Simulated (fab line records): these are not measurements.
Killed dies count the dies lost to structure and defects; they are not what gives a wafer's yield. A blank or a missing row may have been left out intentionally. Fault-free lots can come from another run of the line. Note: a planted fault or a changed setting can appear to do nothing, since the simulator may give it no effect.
Which of the tools did it? + flow berkeley-cmos170 + 11 lots with 33 wafers sampled at 2 steps, on a route of 331 steps

WHAT THE GAUGES SHOWED, per wafer
UCB170_V2_THK_MEAS_04.
| lot  | measured     | on            | V2_POLISHED_THK (nm)                |
|------|--------------|---------------|-------------------------------------|
| L647 | day 8 14:21  | film-metro-03 | 1002.0 1001.3 1003.1                |
| L649 | day 8 22:41  | film-metro-04 | 998.1 1002.1 998.1                  |
| L648 | day 8 23:19  | film-metro-04 | 1001.0 999.6 1002.8                 |
| L650 | day 9 11:22  | film-metro-04 | 1001.7 1001.3 1000.9                |
| L653 | day 10 06:17 | film-metro-03 | 924.1 926.1 926.1 924.6 925.0 925.1 |
| L661 | day 11 23:12 | film-metro-04 | 1001.8 1002.2 1001.1                |
| L662 | day 11 23:53 | film-metro-04 | 1000.4 1002.1 1001.7                |
| L667 | day 12 11:07 | film-metro-04 | 998.9 1000.5 999.7                  |
| L666 | day 12 12:02 | film-metro-03 | 1001.6 1000.7 998.2                 |
| L669 | day 13 00:44 | film-metro-02 | 1001.6 1000.2 999.7                 |

WHICH TOOL RAN EACH LOT (tool, then ch and the chambers of the sampled wafers, then the start)
| lot  | UCB170_V2_CMP_02              |
|------|-------------------------------|
| L647 | cmp-02 ch 0,1,2, day 8 13:56  |
| L649 | cmp-01 ch 1,3, day 8 22:16    |
| L648 | cmp-02 ch 1,2,3, day 8 22:53  |
| L650 | cmp-02 ch 0,2, day 9 10:59    |
| L653 | cmp-01 ch 2,3, day 10 01:47   |
| L656 | cmp-01 ch 2,3, day 10 13:09   |
| L661 | cmp-02 ch 0,2,3, day 11 22:53 |
| L662 | cmp-02 ch 1,2,3, day 11 23:31 |
| L667 | cmp-02 ch 1,3, day 12 10:42   |
| L666 | cmp-02 ch 0,1,3, day 12 11:37 |
| L669 | cmp-02 ch 1,2,3, day 13 00:25 |
- UCB170_V2_CMP_02: polishes SiO2.

THE ANSWER, worked out from the rows above alone
Rule: usual is defined by the lots themselves. The widest of any qualifying gaps counts: lots, ordered by their means at a reading, are off when they make up no more than a third of the lots, leave a main group of 4 or more, and stand apart from it by 3 or more times the standard deviation of that group's means. A main group whose means are all the same, to the digits that the tables above print for the reading, isn't used. A lot without any number at a reading at which 4 lots or more have one is off too. The other lots that the step has rows for count as sound.
Off: L653, seen at UCB170_V2_THK_MEAS_04 (V2_POLISHED_THK). The main group has a mean of 1000.8 nm with a standard deviation of 0.87. Neither off nor sound, because the step has no rows for them: L656.
If a tool, at a process step before that reading, ran all the lots that are off and no sound lot after the first of them, it fits. Those tools and the gauges at UCB170_V2_THK_MEAS_04 are tried in the same way. One fits: cmp-01 at UCB170_V2_CMP_02. A fault onset in the window from L649 (day 8 22:16, its last sound lot) to L653 (day 10 01:47, its first lot off) fits.

WHAT THE SIMULATOR HAD INSERTED
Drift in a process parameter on cmp-01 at UCB170_V2_CMP_02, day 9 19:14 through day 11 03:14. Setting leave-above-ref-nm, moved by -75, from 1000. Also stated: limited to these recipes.
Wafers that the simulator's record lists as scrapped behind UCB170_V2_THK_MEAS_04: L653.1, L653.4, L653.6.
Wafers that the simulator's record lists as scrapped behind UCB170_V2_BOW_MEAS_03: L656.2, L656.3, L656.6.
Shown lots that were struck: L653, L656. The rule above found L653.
